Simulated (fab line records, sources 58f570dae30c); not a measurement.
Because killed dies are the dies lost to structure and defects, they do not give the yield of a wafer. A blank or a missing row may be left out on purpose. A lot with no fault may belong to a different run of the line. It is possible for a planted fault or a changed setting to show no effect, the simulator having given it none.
Matching of chambers | flow berkeley-cmos170 | 3 sister chambers for UCB170_PSD_CLEAN_11 on wet-bench-03
The step cleans in SPM, time 600 s. 3 wafers are shown with their chamber, then 6 later ones without.

## EACH WAFER AND ITS CHAMBER
wafer  | chamber | bath-guard-temp-C (C)
L200.5 | 0       | 119.3
L202.3 | 3       | 119.4
L217.6 | 2       | 120.7

## WAFERS MISSING THEIR CHAMBER
wafer  | bath-guard-temp-C (C)
L219.2 | 119.7
L219.3 | 120.0
L219.6 | 120.0
L221.3 | 120.9
L221.4 | 121.0
L221.5 | 120.6

## THE CHAMBER EACH PASSED THROUGH
wafer  | from the rows above          | in truth
L219.2 | can't be placed: 3 or 0 or 2 | 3
L219.3 | can't be placed: 3 or 0 or 2 | 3
L219.6 | can't be placed: 3 or 0 or 2 | 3
L221.3 | 2                            | 2
L221.4 | 2                            | 2
L221.5 | 2                            | 2
3 of 6 placed correctly. These rows do not allow placing 3 (true chamber among the candidates in 3). 0 placed wrongly.
How it was worked out, from the rows above alone: a wafer's distance from a chamber is the root of the sum, over the readings, of the square of ((its reading less the chamber's mean) divided by the reading's scatter). If the next closest chamber is less than 2 further off than the closest, the wafer can't be placed; otherwise it belongs to the closest. For every chamber, the mean is computed from those of its wafers that are shown. The scatter: root of mean squared gap, hidden wafer to nearest shown wafer, with one shown wafer a chamber.
